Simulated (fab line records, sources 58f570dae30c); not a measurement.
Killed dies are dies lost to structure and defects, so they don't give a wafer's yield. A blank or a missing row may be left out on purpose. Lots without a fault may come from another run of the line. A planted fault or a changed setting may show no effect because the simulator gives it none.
Split-lot experiment | flow berkeley_cmos170 | 5 lots, 23 wafers read, on a route of 331 steps

THE SPLIT
At UCB170_M1_METAL_ETCH_12 (etches Al in Cl2/BCl3, stops on PSG, target depth 780 nm, time 130 s), the setting time_s was moved away from the recipe's 130 s on 10 of the 23 wafers read, by -11.6% to +11.9%. The other wafers ran this setting at the recipe's value.

The reading is taken at the split's own step.

THE READING
KrF_of_M1_COAT_04.thk_nm (the simulator's own value, which no gauge read), in nm, at UCB170_M1_METAL_ETCH_12 (etches Al in Cl2/BCl3, stops on PSG, target depth 780 nm, time 130 s). The file gives no usual value for it. The 13 wafers here that ran the recipe average 438.6 nm, standard deviation 10 nm.

wafer  | tool, chamber at the split | time_s as run, s | against the recipe | KrF_of_M1_COAT_04.thk_nm, nm | against lot-mates on the recipe
L075.1 | rie_metal-02, 0            | 145.5            | +11.9%             | 399.9                        | -44.4
L075.2 | rie_metal-02, 1            | 145.5            | +11.9%             | 381.1                        | -63.2
L075.3 | rie_metal-02, 1            | 130              | recipe             | 439.1                        | -
L075.4 | rie_metal-02, 0            | 130              | recipe             | 453.7                        | -
L075.6 | rie_metal-02, 1            | 130              | recipe             | 440.2                        | -
L076.2 | rie_metal-04, 0            | 130              | recipe             | 440.5                        | -
L076.3 | rie_metal-04, 0            | 130              | recipe             | 445.2                        | -
L076.5 | rie_metal-04, 0            | 130              | recipe             | 445.4                        | -
L081.1 | rie_metal-02, 0            | 139.8            | +7.5%              | 418.9                        | -20.4
L081.2 | rie_metal-02, 1            | 130              | recipe             | 431.4                        | -
L081.3 | rie_metal-02, 0            | 130              | recipe             | 447.2                        | -
L081.5 | rie_metal-02, 0            | 139.8            | +7.5%              | 417.1                        | -22.2
L081.6 | rie_metal-02, 1            | 139.8            | +7.5%              | 400.6                        | -38.7
L082.1 | rie_metal-03, 0            | 114.9            | -11.6%             | 505.9                        | +71.8
L082.2 | rie_metal-03, 1            | 114.9            | -11.6%             | 470.1                        | +36.0
L082.4 | rie_metal-03, 1            | 114.9            | -11.6%             | 472.2                        | +38.1
L082.5 | rie_metal-03, 0            | 130              | recipe             | 451.8                        | -
L082.6 | rie_metal-03, 1            | 130              | recipe             | 416.4                        | -
L085.1 | rie_metal-04, 0            | 115.5            | -11.2%             | 482.4                        | +52.1
L085.2 | rie_metal-04, 1            | 130              | recipe             | 426.5                        | -
L085.3 | rie_metal-04, 1            | 130              | recipe             | 432                          | -
L085.4 | rie_metal-04, 0            | 115.5            | -11.2%             | 486                          | +55.7
L085.6 | rie_metal-04, 1            | 130              | recipe             | 432.4                        | -

THE FIT
A straight line over all 23 wafers: KrF_of_M1_COAT_04.thk_nm changes by -3.88 nm for each +1% of time_s; r = -0.93; the points scatter about the line by 11 nm.
The same after taking each lot's own level away (the mean of its wafers on the recipe; 23 wafers): -4.32 nm for each +1%; r = -0.95; scatter 10 nm.
On that fit, the largest move of time_s shifts the reading by 51 nm.
The lots' own levels span 430.30 to 444.33 nm, that is 1.4 times the standard deviation above.
So the lot-to-lot level changes the slope: the two fits differ.
Check: with one of the wafers moved furthest among these (+11.9%) left out of the fit, the line predicts -52.1 nm for it against its lot-mates. It came out at -44.4 nm against them.

OTHER SPLITS ON THESE WAFERS
These wafers also went through other splits before the reading. Each is held against what the fit with the lots' levels taken away leaves over:
other split on the same wafers        | wafers away from the commonest value | r with KrF_of_M1_COAT_04.thk_nm (lot level and that fit taken away)
UCB170_NLDD_IMPLANT_08 dose_cm2       | 7                                    | +0.43
UCB170_PSD_IMPLANT_08 energy_kev      | 11                                   | -0.03
UCB170_BACKSIDE_COAT_01 resist_thk_nm | 10                                   | +0.16
UCB170_SILICIDE_SPUTTER_01 power_w    | 9                                    | +0.15

THE FILE'S OWN FIT
KrF_of_M1_COAT_04.thk_nm changes by -4.39 nm for each +1% of time_s, r = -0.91.
